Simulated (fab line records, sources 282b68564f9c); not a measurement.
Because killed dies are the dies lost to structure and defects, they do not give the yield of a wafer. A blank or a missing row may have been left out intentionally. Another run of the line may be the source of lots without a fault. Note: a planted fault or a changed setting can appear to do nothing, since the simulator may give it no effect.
fab line records -- flow ritCmos
[record] lots = 16, wafers = 48, lastDay = 8
route steps=202 shown ACTIVE@9 M1@202
lots with no fault: from the same line, run without faults
startH: hours from the record's first day to the start of the lot's first wafer shown -- waitH: time in hours since the lot's previous step -- " repeats the value in the row above -- L1.1+2: a single row standing in for several wafers -- - no value present, or no start provided -- * or withheld: withheld -- < > ~ a bound
route shown NAME@n: names a module that has steps shown in the file, with the first one's number in the route -- usual: the fault-free wafers' mean and standard deviation -- same: alike in all rows -- chamber/n: place in a boat -- sites: readings site by site -- _std_site: the standard deviation of these -- _edge_site: mean of outer sites minus mean of inner sites -- radiusMm: how far each site lies from the wafer's centre -- mask NAME#n: copy n -- behind: the last tool/chamber to shape the wafer -- hold: reason for holding the lot/hours on hold/outcome of the hold -- device: the transistor (n, p or np) that didn't switch -- end of line: tests of these same wafers at the route's end -- a step without rows: its recipe alone -- killed: not the wafer's yield, but the dies lost to structure and defects at the first sort -- map: shows each die of a wafer: x if killed, . if not, _ if none is there
set.NAME: the setting that was run; set.NAME@STEP: the one run at that earlier step -- model.NAME: the simulator's own value behind a step, which no gauge read
one table for each step of the route and one row for each wafer, over a sample of lots
services: a tool's chamber out of use, with start hour (startH, from the record's first day; less than 0 if before it), hours out, and reason
[[steps]]
[step RIT_ACTIVE_EXPOSE_08]
[recipe] maskId = M1, na = 0.6, sourceShape = conventional, sigmaOuter = 0.6, targetCdNm = 1400, doseMj = 225
[usual] exposureDoseMJCm2 = 224.98/0.22
lot.wafer,tool,chamber,startH,waitH,mask,exposureDoseMJCm2
L542.2,ilineStepper-01,0,14.18,0.2,M1#0,225.05
L542.3,ilineStepper-01,0,14.18,0.2,M1#0,224.68
L542.5,ilineStepper-01,0,14.18,0.2,M1#0,225.05
L544.1,ilineStepper-02,0,24.04,0.1,M1#0,224.95
L544.2,ilineStepper-02,0,24.04,0.1,M1#0,225.18
L544.6,ilineStepper-02,0,24.04,0.1,M1#0,224.88
L545.2,ilineStepper-02,0,29.06,0.1,M1#0,224.77
L545.4,ilineStepper-02,0,29.06,0.1,M1#0,224.95
L545.6,ilineStepper-02,0,29.06,0.1,M1#0,225.32
L546.2,ilineStepper-02,0,34.10,0.2,M1#0,225.36
L546.3,ilineStepper-02,0,34.10,0.2,M1#0,225.42
L546.5,ilineStepper-02,0,34.10,0.2,M1#0,225.32
L547.2,ilineStepper-01,0,39.18,0.2,M1#0,225.16
L547.3,ilineStepper-01,0,39.18,0.2,M1#0,224.56
L547.5,ilineStepper-01,0,39.18,0.2,M1#0,224.75
L548.1,ilineStepper-01,0,44.04,0.1,M1#0,225.19
L548.4,ilineStepper-01,0,44.04,0.1,M1#0,224.83
L548.6,ilineStepper-01,0,44.04,0.1,M1#0,225.09
L550.1,ilineStepper-01,0,56.85,0.1,M1#0,225.04
L550.2,ilineStepper-01,0,56.85,0.1,M1#0,225.30
L550.5,ilineStepper-01,0,56.85,0.1,M1#0,224.92
L551.2,ilineStepper-01,0,59.06,0.1,M1#0,225.05
L551.4,ilineStepper-01,0,59.06,0.1,M1#0,224.97
L551.5,ilineStepper-01,0,59.06,0.1,M1#0,224.86
L552.1,ilineStepper-02,0,64.27,0.2,M1#0,224.66
L552.2,ilineStepper-02,0,64.27,0.2,M1#0,225.04
L552.3,ilineStepper-02,0,64.27,0.2,M1#0,224.88
L553.2,ilineStepper-01,0,69.33,0.2,M1#0,225.11
L553.4,ilineStepper-01,0,69.33,0.2,M1#0,224.74
L553.5,ilineStepper-01,0,69.33,0.2,M1#0,224.70
L557.1,ilineStepper-02,0,89.17,0.2,M1#0,214.96
L557.5,ilineStepper-02,0,89.17,0.2,M1#0,214.67
L557.6,ilineStepper-02,0,89.17,0.2,M1#0,214.74
L558.1,ilineStepper-02,0,94.04,0.1,M1#0,216.82
L558.2,ilineStepper-02,0,94.04,0.1,M1#0,216.98
L558.4,ilineStepper-02,0,94.04,0.1,M1#0,217.07
L559.1,ilineStepper-02,0,99.04,0.1,M1#0,218.19
L559.3,ilineStepper-02,0,99.04,0.1,M1#0,218.58
L559.5,ilineStepper-02,0,99.04,0.1,M1#0,218.42
L561.1,ilineStepper-02,0,109.35,0.2,M1#0,219.48
L561.5,ilineStepper-02,0,109.35,0.2,M1#0,219.54
L561.6,ilineStepper-02,0,109.35,0.2,M1#0,219.68
L562.1,ilineStepper-01,0,115.88,0.2,M1#0,225.33
L562.5,ilineStepper-01,0,115.88,0.2,M1#0,225.01
L562.6,ilineStepper-01,0,115.88,0.2,M1#0,224.96
L565.1,ilineStepper-01,0,129.88,0.2,M1#0,225.33
L565.2,ilineStepper-01,0,129.88,0.2,M1#0,224.99
L565.3,ilineStepper-01,0,129.88,0.2,M1#0,224.77
[step RIT_ACTIVE_CD_MEAS_11]
[recipe] targetCdNm = 1400
[usual] cdNm = 1399.9/2.2
lot.wafer,tool,chamber,startH,waitH,cdNm
L542.2,cdSem-02,-,14.58,-,1398.8
L542.3,cdSem-02,-,14.58,-,1398.5
L542.5,cdSem-02,-,14.58,-,1399.2
L544.1,cdSem-02,-,24.44,-,1402.3
L544.2,cdSem-02,-,24.44,-,1398.0
L544.6,cdSem-02,-,24.44,-,1398.8
L545.2,cdSem-01,-,29.46,-,1398.9
L545.4,cdSem-01,-,29.46,-,1402.1
L545.6,cdSem-01,-,29.46,-,1400.0
L546.2,cdSem-01,-,34.59,-,1401.0
L546.3,cdSem-01,-,34.59,-,1402.3
L546.5,cdSem-01,-,34.59,-,1401.0
L547.2,cdSem-01,-,39.58,-,1400.5
L547.3,cdSem-01,-,39.58,-,1401.0
L547.5,cdSem-01,-,39.58,-,1401.6
L548.1,cdSem-02,-,44.44,-,1399.5
L548.4,cdSem-02,-,44.44,-,1403.0
L548.6,cdSem-02,-,44.44,-,1401.0
L550.1,cdSem-01,-,57.25,-,1394.6
L550.2,cdSem-01,-,57.25,-,1395.3
L550.5,cdSem-01,-,57.25,-,1397.2
L551.2,cdSem-01,-,59.46,-,1398.7
L551.4,cdSem-01,-,59.46,-,1400.0
L551.5,cdSem-01,-,59.46,-,1399.6
L552.1,cdSem-02,-,64.67,-,1403.9
L552.2,cdSem-02,-,64.67,-,1403.6
L552.3,cdSem-02,-,64.67,-,1403.0
L553.2,cdSem-02,-,69.75,-,1400.6
L553.4,cdSem-02,-,69.75,-,1400.1
L553.5,cdSem-02,-,69.75,-,1399.7
L557.1,cdSem-01,-,89.56,-,1411.3
L557.5,cdSem-01,-,89.56,-,1414.8
L557.6,cdSem-01,-,89.56,-,1413.5
L558.1,cdSem-01,-,94.67,-,1411.0
L558.2,cdSem-01,-,94.67,-,1410.7
L558.4,cdSem-01,-,94.67,-,1408.0
L559.1,cdSem-01,-,99.44,-,1411.3
L559.3,cdSem-01,-,99.44,-,1412.5
L559.5,cdSem-01,-,99.44,-,1413.6
L561.1,cdSem-01,-,109.75,-,1405.2
L561.5,cdSem-01,-,109.75,-,1409.7
L561.6,cdSem-01,-,109.75,-,1408.2
L562.1,cdSem-01,-,116.28,-,1396.0
L562.5,cdSem-01,-,116.28,-,1398.0
L562.6,cdSem-01,-,116.28,-,1395.7
L565.1,cdSem-01,-,130.28,-,1400.9
L565.2,cdSem-01,-,130.28,-,1401.6
L565.3,cdSem-01,-,130.28,-,1403.2
[step RIT_M1_PROBE_99]
[usual] killedAtContacts = 0.1/0.3, killedAtFrontEnd = 6.5/2.9, killedDies = 6.6/3, killedOnRim = 1.6/1.3, killedOpen = 3.3/2, killedShort = 3.3/1.9
[same] grossDies = 264, killed_at_M0_to_M3 = 0, killed_at_M4_up = 0, killedAtBackSide = 0, killedAtOther = 0
lot.wafer,tool,chamber,startH,waitH,killedAtContacts,killedAtFrontEnd,killedDies,killedOnRim,killedOpen,killedShort
L542.2,prober-01,-,63.72,0.1,0,6,6,2,1,5
L542.3,prober-01,-,63.77,0.2,0,4,4,0,3,1
L542.5,prober-01,-,63.87,0.2,1,6,7,2,4,3
L544.1,prober-01,-,70.48,0.1,0,6,6,1,4,2
L544.2,prober-01,-,70.53,0.1,0,5,5,2,1,4
L544.6,prober-01,-,70.73,0.2,0,9,9,0,3,6
L545.2,prober-02,-,75.02,0.1,0,5,5,1,4,1
L545.4,prober-02,-,75.12,0.2,0,11,11,2,4,7
L545.6,prober-02,-,75.22,0.2,0,14,14,3,8,6
L546.2,prober-01,-,79.10,0.1,0,6,6,1,5,1
L546.3,prober-01,-,79.15,0.2,1,5,6,3,2,4
L546.5,prober-01,-,79.25,0.2,1,9,10,3,5,5
L547.2,prober-02,-,83.72,0.1,0,9,9,2,5,4
L547.3,prober-02,-,83.77,0.2,0,12,12,4,6,6
L547.5,prober-02,-,83.87,0.2,0,10,10,2,7,3
L548.1,prober-01,-,86.64,0.1,0,10,10,3,7,3
L548.4,prober-01,-,86.79,0.2,0,5,5,1,3,2
L548.6,prober-01,-,86.89,0.2,0,9,9,2,4,5
L550.1,prober-01,-,99.99,0.1,0,9,9,3,3,6
L550.2,prober-01,-,100.04,0.1,0,5,5,2,4,1
L550.5,prober-01,-,100.19,0.2,0,11,11,1,4,7
L551.2,prober-02,-,104.17,0.1,0,4,4,0,1,3
L551.4,prober-02,-,104.27,0.2,0,2,2,0,2,0
L551.5,prober-02,-,104.31,0.2,0,4,4,0,2,2
L552.1,prober-01,-,106.62,0.1,0,1,1,0,0,1
L552.2,prober-01,-,106.67,0.1,0,7,7,2,7,0
L553.2,prober-02,-,113.71,0.1,0,8,8,0,3,5
L553.4,prober-02,-,113.81,0.2,0,5,5,1,4,1
L553.5,prober-02,-,113.86,0.2,0,4,4,1,1,3
L557.1,prober-02,-,136.72,0.1,0,8,8,1,4,4
L557.5,prober-02,-,136.92,0.2,0,7,7,2,3,4
L557.6,prober-02,-,136.97,0.2,0,15,15,2,7,8
L558.1,prober-01,-,147.18,0.1,0,10,10,4,5,5
L558.2,prober-01,-,147.23,0.1,0,8,8,1,5,3
L558.4,prober-01,-,147.33,0.2,0,8,8,2,3,5
L559.1,prober-02,-,150.05,0.1,0,8,8,1,4,4
L559.3,prober-02,-,150.15,0.2,0,9,9,1,5,4
L559.5,prober-02,-,150.25,0.2,0,8,8,3,0,8
L561.1,prober-02,-,160.86,0.1,0,6,6,3,2,4
L561.5,prober-02,-,161.06,0.2,0,1,1,0,0,1
L561.6,prober-02,-,161.11,0.2,0,6,6,1,3,3
L562.1,prober-01,-,166.92,0.1,0,6,6,0,4,2
L562.5,prober-01,-,167.12,0.2,0,10,10,1,3,7
L562.6,prober-01,-,167.17,0.2,0,3,3,1,1,2
L565.1,prober-02,-,184.11,0.1,0,5,5,2,0,5
L565.2,prober-02,-,184.16,0.1,1,3,4,2,2,2
L565.3,prober-02,-,184.21,0.2,0,6,6,2,2,4
// killed by level:class
L542.2 GATE:geometricParticle:short=4 FOX1:geometricParticle:short=1 GATE:geometricParticle:open=1
L542.3 FOX1:geometricParticle:open=3 GATE:geometricParticle:short=1
L542.5 FOX1:geometricParticle:open=2 GATE:geometricParticle:short=1 SPACER:geometricParticle:open=1 SPACER:geometricParticle:short=1 SILICIDE:geometricParticle:open=1 CONTACT:geometricParticle:short=1
L544.1 SPACER:geometricParticle:open=2 GATE:geometricParticle:open=1 GATE:geometricParticle:short=1 SILICIDE:geometricParticle:open=1 SILICIDE:geometricParticle:short=1
L544.2 SPACER:geometricParticle:short=2 FOX2:geometricParticle:short=1 SPACER:geometricParticle:open=1 SILICIDE:geometricParticle:short=1
L544.6 GATE:geometricParticle:short=3 FOX2:geometricParticle:short=1 FOX2:geometricParticle:open=1 GATE:geometricParticle:open=1 REOX:geometricParticle:short=1 SPACER:geometricParticle:short=1 SILICIDE:geometricParticle:open=1
L545.2 SPACER:geometricParticle:open=2 GATE:geometricParticle:open=1 SILICIDE:geometricParticle:open=1 SILICIDE:geometricParticle:short=1
L545.4 GATE:geometricParticle:short=3 FOX1:geometricParticle:short=2 GATE:geometricParticle:open=2 FOX1:geometricParticle:open=1 FOX2:geometricParticle:open=1 SPACER:geometricParticle:short=1 SILICIDE:geometricParticle:short=1
L545.6 GATE:geometricParticle:open=3 GATE:geometricParticle:short=2 REOX:geometricParticle:short=2 REOX:geometricParticle:open=2 SPACER:geometricParticle:open=2 FOX1:geometricParticle:short=1 SPACER:geometricParticle:short=1 SILICIDE:geometricParticle:open=1
L546.2 FOX1:geometricParticle:open=3 SILICIDE:geometricParticle:open=2 FOX2:geometricParticle:short=1
L546.3 FOX1:geometricParticle:short=1 GATE:geometricParticle:short=1 GATE:geometricParticle:open=1 SPACER:geometricParticle:open=1 SPACER:geometricParticle:short=1 CONTACT:geometricParticle:short=1
L546.5 FOX1:geometricParticle:open=2 GATE:geometricParticle:open=2 GATE:geometricParticle:short=2 SPACER:geometricParticle:short=1 SPACER:geometricParticle:open=1 SILICIDE:geometricParticle:short=1 CONTACT:geometricParticle:short=1
L547.2 GATE:geometricParticle:open=3 GATE:geometricParticle:short=2 SILICIDE:geometricParticle:open=2 SILICIDE:geometricParticle:short=2
L547.3 GATE:geometricParticle:short=4 SILICIDE:geometricParticle:open=3 REOX:geometricParticle:open=2 SILICIDE:geometricParticle:short=2 GATE:geometricParticle:open=1
L547.5 GATE:geometricParticle:open=3 SILICIDE:geometricParticle:open=3 SILICIDE:geometricParticle:short=2 GATE:geometricParticle:short=1 REOX:geometricParticle:open=1
L548.1 FOX1:geometricParticle:short=2 FOX1:geometricParticle:open=2 SILICIDE:geometricParticle:open=2 FOX2:geometricParticle:open=1 GATE:geometricParticle:open=1 SPACER:geometricParticle:short=1 SPACER:geometricParticle:open=1
L548.4 GATE:geometricParticle:open=2 ACTIVE:geometricParticle:short=1 SILICIDE:geometricParticle:open=1 SILICIDE:geometricParticle:short=1
L548.6 FOX2:geometricParticle:open=2 FOX2:geometricParticle:short=2 SPACER:geometricParticle:short=2 FOX1:geometricParticle:open=1 SPACER:geometricParticle:open=1 SILICIDE:geometricParticle:short=1
L550.1 GATE:geometricParticle:short=2 REOX:geometricParticle:short=2 FOX1:geometricParticle:open=1 FOX2:geometricParticle:short=1 REOX:geometricParticle:open=1 SPACER:geometricParticle:open=1 SILICIDE:geometricParticle:short=1
L550.2 SPACER:geometricParticle:open=2 FOX1:geometricParticle:open=1 GATE:geometricParticle:open=1 GATE:geometricParticle:short=1
L550.5 FOX1:geometricParticle:short=3 GATE:geometricParticle:short=2 FOX1:geometricParticle:open=1 FOX2:geometricParticle:open=1 FOX2:geometricParticle:short=1 GATE:geometricParticle:open=1 REOX:geometricParticle:open=1 SILICIDE:geometricParticle:short=1
L551.2 GATE:geometricParticle:short=2 FOX2:geometricParticle:short=1 GATE:geometricParticle:open=1
L551.4 FOX1:geometricParticle:open=1 GATE:geometricParticle:open=1
L551.5 SILICIDE:geometricParticle:short=2 REOX:geometricParticle:open=1 SPACER:geometricParticle:open=1
L552.1 FOX2:geometricParticle:short=1
L552.2 REOX:geometricParticle:open=4 GATE:geometricParticle:open=1 SPACER:geometricParticle:open=1 SILICIDE:geometricParticle:open=1
L553.2 GATE:geometricParticle:short=2 FOX2:geometricParticle:short=1 FOX2:geometricParticle:open=1 GATE:geometricParticle:open=1 REOX:geometricParticle:short=1 SPACER:geometricParticle:open=1 SPACER:geometricParticle:short=1
L553.4 FOX1:geometricParticle:short=1 FOX2:geometricParticle:open=1 GATE:geometricParticle:open=1 REOX:geometricParticle:open=1 SILICIDE:geometricParticle:open=1
L553.5 FOX2:geometricParticle:short=2 FOX2:geometricParticle:open=1 SPACER:geometricParticle:short=1
L557.1 REOX:geometricParticle:short=4 GATE:geometricParticle:open=2 FOX1:geometricParticle:open=1 REOX:geometricParticle:open=1
L557.5 REOX:geometricParticle:open=2 FOX1:geometricParticle:short=1 FOX2:geometricParticle:open=1 FOX2:geometricParticle:short=1 GATE:geometricParticle:short=1 SPACER:geometricParticle:short=1
L557.6 FOX2:geometricParticle:open=3 GATE:geometricParticle:short=3 FOX1:geometricParticle:short=2 REOX:geometricParticle:short=2 FOX1:geometricParticle:open=1 FOX2:geometricParticle:short=1 GATE:geometricParticle:open=1 REOX:geometricParticle:open=1
L558.1 SILICIDE:geometricParticle:open=3 GATE:geometricParticle:short=2 SILICIDE:geometricParticle:short=2 GATE:geometricParticle:open=1 REOX:geometricParticle:open=1 SPACER:geometricParticle:short=1
L558.2 GATE:geometricParticle:open=4 FOX1:geometricParticle:short=1 FOX2:geometricParticle:short=1 FOX2:geometricParticle:open=1 REOX:geometricParticle:short=1
L558.4 SPACER:geometricParticle:short=2 FOX1:geometricParticle:short=1 GATE:geometricParticle:short=1 GATE:geometricParticle:open=1 REOX:geometricParticle:short=1 REOX:geometricParticle:open=1 SPACER:geometricParticle:open=1
L559.1 REOX:geometricParticle:short=2 SILICIDE:geometricParticle:open=2 SPACER:geometricParticle:short=1 FOX2:geometricParticle:short=1 FOX2:geometricParticle:open=1 GATE:geometricParticle:open=1
L559.3 FOX2:geometricParticle:open=3 GATE:geometricParticle:open=2 REOX:geometricParticle:short=2 FOX2:geometricParticle:short=1 SPACER:geometricParticle:short=1
L559.5 GATE:geometricParticle:short=2 REOX:geometricParticle:short=2 SPACER:geometricParticle:short=2 FOX1:geometricParticle:short=1 FOX2:geometricParticle:short=1
L561.1 GATE:geometricParticle:short=2 FOX1:geometricParticle:open=1 FOX2:geometricParticle:short=1 FOX2:geometricParticle:open=1 REOX:geometricParticle:short=1
L561.5 GATE:geometricParticle:short=1
L561.6 GATE:geometricParticle:open=2 FOX1:geometricParticle:open=1 GATE:geometricParticle:short=1 REOX:geometricParticle:short=1 SILICIDE:geometricParticle:short=1
L562.1 FOX1:geometricParticle:open=2 SILICIDE:geometricParticle:open=2 FOX2:geometricParticle:short=1 SILICIDE:geometricParticle:short=1
L562.5 FOX1:geometricParticle:short=3 FOX1:geometricParticle:open=1 FOX2:geometricParticle:open=1 FOX2:geometricParticle:short=1 GATE:geometricParticle:open=1 GATE:geometricParticle:short=1 SPACER:geometricParticle:short=1 SILICIDE:geometricParticle:short=1
L562.6 SPACER:geometricParticle:short=2 GATE:geometricParticle:open=1
L565.1 GATE:geometricParticle:short=2 REOX:geometricParticle:short=2 SPACER:geometricParticle:short=1
L565.2 GATE:geometricParticle:short=1 REOX:geometricParticle:open=1 SILICIDE:geometricParticle:open=1 CONTACT:geometricParticle:short=1
L565.3 GATE:geometricParticle:open=2 GATE:geometricParticle:short=2 ACTIVE:geometricParticle:short=1 REOX:geometricParticle:short=1
[[services]]
tool,chamber,startH,hours,kind
ilineStepper-01,-,-5.64,2.1,pm
ilineStepper-01,-,-3.55,-,consumableReplace:lamp
ilineStepper-01,-,15.41,5.8,repair
ilineStepper-01,-,23.60,11.7,repair
ilineStepper-02,-,29.49,2.2,repair
ilineStepper-01,-,39.28,4.4,pm
ilineStepper-02,-,119.07,1.7,pm
[[key]]
[firstSign] step = RIT_ACTIVE_EXPOSE_08, reading = exposureDoseMJCm2, direction = down, sigmas = 35, usual = 224.98, struck = 217.43
[effect] step = RIT_ACTIVE_CD_MEAS_11, reading = cdNm, direction = up, sigmas = 4.9, usual = 1399.9, struck = 1410.8, through = controlLoop
metAt RIT_ACTIVE_EXPOSE_08
struckLots L557,L558,L559,L561
testerLeftOut L557,L558,L559,L561
[loopTrim] step = RIT_ACTIVE_EXPOSE_08, setting = dose, lots = L558,L559,L561
onsetBetween 64.27 89.17
[fault] kind = processParameterDrift, tool = ilineStepper-02, chamber = -, onsetH = 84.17, steps = RIT_ACTIVE_EXPOSE_08, channel = doseMj, offset = -10.081, shape = step, actsIn = theseRecipesOnly, stated = 225
// testerLeftOut: of these lots the tester's yield and bins aren't shown, on N5 and GAA mostly nor the transistor test; their killed dies are dies lost to structure and defects alone, not to doping, threshold or leakage, so they don't give the yield
// loopTrim: a control loop set the setting to another value than it would have without faults
